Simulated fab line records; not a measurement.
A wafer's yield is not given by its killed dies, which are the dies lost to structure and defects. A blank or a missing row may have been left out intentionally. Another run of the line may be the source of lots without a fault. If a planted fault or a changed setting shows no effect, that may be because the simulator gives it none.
What tool caused it? | flow berkeley_cmos170 | 15 lots, 45 wafers sampled, at 1 step of a route of 331

== WHAT THE GAUGES SHOWED, per wafer ==
No reading from a measuring or inspecting step in the record can be judged against a usual standard deviation.

== WHICH TOOL RAN EACH LOT (tool, then ch and the chambers of the sampled wafers, then the start) ==
lot  | UCB170_NWELL_WET_ETCH_19
L566 | wet_bench-02 ch 3, day 2 13:06
L568 | wet_bench-04 ch 3, day 2 19:35
L569 | wet_bench-04 ch 2, day 3 06:28
L570 | wet_bench-04 ch 3, day 3 06:28
L571 | wet_bench-04 ch 3, day 3 13:43
L572 | wet_bench-04 ch 2, day 3 13:43
L573 | wet_bench-02 ch 0, day 4 03:47
L576 | wet_bench-04 ch 1, day 4 12:52
L580 | wet_bench-03 ch 1, day 5 11:04
L583 | wet_bench-04 ch 1, day 5 17:00
L584 | wet_bench-04 ch 2, day 6 04:01
L585 | wet_bench-04 ch 3, day 6 08:48
L588 | wet_bench-03 ch 1, day 7 00:31
L587 | wet_bench-02 ch 1, day 7 01:41
L589 | wet_bench-03 ch 0, day 7 05:19
- UCB170_NWELL_WET_ETCH_19: etches SiO2 in BOE, time 22 s.

== AS READ BY THE TOOLS THEMSELVES (means over the sampled wafers that have a number; for cases with no such wafer, the mark the record gives instead) ==
UCB170_NWELL_WET_ETCH_19.
lot  | tool         | bath_heat_duty_pct (%) | run_length_s (s)
L566 | wet_bench-02 | 6.9                    | 53.8
L568 | wet_bench-04 | 6.7                    | 49.8
L569 | wet_bench-04 | 7.9                    | 53.6
L570 | wet_bench-04 | 6.9                    | 53.8
L571 | wet_bench-04 | -                      | -
L572 | wet_bench-04 | -                      | -
L573 | wet_bench-02 | -                      | -
L576 | wet_bench-04 | 6.3                    | 48.2
L580 | wet_bench-03 | 5.9                    | 48.0
L583 | wet_bench-04 | 6.3                    | 48.4
L584 | wet_bench-04 | 7.5                    | 53.3
L585 | wet_bench-04 | 6.7                    | 54.9
L588 | wet_bench-03 | 6.4                    | 48.6
L587 | wet_bench-02 | 6.7                    | 48.6
L589 | wet_bench-03 | 7.0                    | 49.3

== THE ANSWER, worked out from the rows above alone ==
Rule: the usual values come from the lots themselves. The widest of any qualifying gaps counts: lots, ordered by their means at a reading, are off when they make up no more than a third of the lots, leave a main group of 4 or more, and stand apart from it by 3 or more times the standard deviation of that group's means. The tables above print the reading to a certain number of digits; a main group whose means all agree to those digits is not used. Also off: a lot with no number at a reading for which 4 or more lots have one. Where the step has rows for the other lots, those lots are counted as sound. First the gauges in route order, then the tools' own readings, where a lot's mean is used as printed above. The first step at which some lot is off is used, and at that step the reading that is off furthest; a lot without a number counts as furthest.
Off: L571, L572, L573 (UCB170_NWELL_WET_ETCH_19, bath_heat_duty_pct). Without a number there: L571, L572, L573. The main group has a mean of 6.8 % with a standard deviation of 0.52.
If a tool, at that step or one of the process steps before it, ran each lot that is off and ran no sound lot following the first of them, it fits. None of those tried fits.

== WHAT THE SIMULATOR HAD PUT IN ==
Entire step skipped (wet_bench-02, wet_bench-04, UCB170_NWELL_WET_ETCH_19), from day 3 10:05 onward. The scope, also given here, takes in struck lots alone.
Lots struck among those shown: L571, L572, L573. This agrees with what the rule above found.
